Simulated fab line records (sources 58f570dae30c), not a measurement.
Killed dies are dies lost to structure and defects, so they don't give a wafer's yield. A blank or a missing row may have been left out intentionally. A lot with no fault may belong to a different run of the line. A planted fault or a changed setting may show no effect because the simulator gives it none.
8D (eight disciplines) problem report, filled in by code + flow berkeley_cmos170 + the parts of the form that need people (team, actions taken, sign-off) are left out

== 1. WHAT IS WRONG ==
rf_fwd_power_W at UCB170_V2_CVD_00 reads a mean of 483.5 W on 3 wafers of 2 lots; wafers without a fault read 548.8 W with a standard deviation of 1.8. Relative to the usual mean, that is a shift of -36 standard deviations.
The step: deposits SiO2 from TEOS/O2, target thk 2000 nm, time 250 s.
Seen first at day 10 10:29 on pecvd-03, wafer L212.1. The record holds 42 wafers of 14 lots with a number at this step. By rule, "out" or "out of limits" means more than 4 standard deviations away from the usual mean. Any other wafer with a number is counted as sound.

== 2. WHAT IT IS, WHAT IT ISN'T ==
| question                    | is                     | is not                                                                                                   |
|-----------------------------|------------------------|----------------------------------------------------------------------------------------------------------|
| which readings at this step | rf_fwd_power_W         | heater_power_w                                                                                           |
| which lots                  | L212, L213             | L200, L201, L202, L203, L204, L208, L215, L216, L217, L218, L221, L222                                   |
| which wafers of those lots  | L212.1, L213.2, L213.5 | L212.3, L212.6, L213.1                                                                                   |
| read on which tools         | pecvd-03               | pecvd-01, pecvd-04                                                                                       |
| when                        | from day 10 10:29      | up to then (20 sound wafers); but 19 sound wafers of L213, L215, L216, L217, L218, L221, L222 came after |

== 3. WHAT RULES OUT EACH SUSPECT ==
Counting: a tool at a process step up to the reading stays a suspect if it ran every lot that is out. Sound lots after the first of them don't rule it out here, since some wafers of a struck lot are sound.
- pecvd-03 at UCB170_V2_CVD_00 (deposits SiO2 from TEOS/O2, target thk 2000 nm, time 250 s): kept. Every lot that is out went through it, the first being L212 (day 10 10:29); the last sound lot it ran before that was L208 (day 10 01:53). Its own readings are out on those wafers: rf_fwd_power_W.
- Within pecvd-03 at UCB170_V2_CVD_00, the wafers that are out were processed in chamber 0 and their sound lot-mates in chamber 1.
Remaining after the count: pecvd-03 at UCB170_V2_CVD_00.

== 4. THE CAUSE (what the simulator had put in) ==
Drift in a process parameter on pecvd-03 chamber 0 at UCB170_V2_CVD_00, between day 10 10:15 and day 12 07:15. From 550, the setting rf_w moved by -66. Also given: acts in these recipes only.
This tool alone remained once counting was done.

== 5. SEQUENCE OF EFFECTS, ordered by route ==
One row per reading whose mean, taken over the struck wafers that have a number, lies over 3 standard deviations from the usual. Only readings whose record carries a usual standard deviation are examined. hours: median over the lots of the time between each lot's start at the first step of this table that gives one and its start at this step. sigmas: the change, counted in usual standard deviations.
| hours | step             | reading        | usual   | on struck wafers | change | sigmas |
|-------|------------------|----------------|---------|------------------|--------|--------|
| 0     | UCB170_V2_CVD_00 | rf_fwd_power_W | 548.8 W | 483.5            | -65.3  | -36    |
The process steps in it:
- UCB170_V2_CVD_00: deposits SiO2 from TEOS/O2, target thk 2000 nm, time 250 s.
Later measuring or inspecting steps at which every struck wafer that the step has a row for has a number for every such reading, and none has moved that far: UCB170_V2_THK_MEAS_01.

== 6. HOW IT WOULD HAVE BEEN CAUGHT EARLIER ==
0 hours passed between the start of the fault at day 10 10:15 and the first reading out of limits in this record, taken at day 10 10:29.
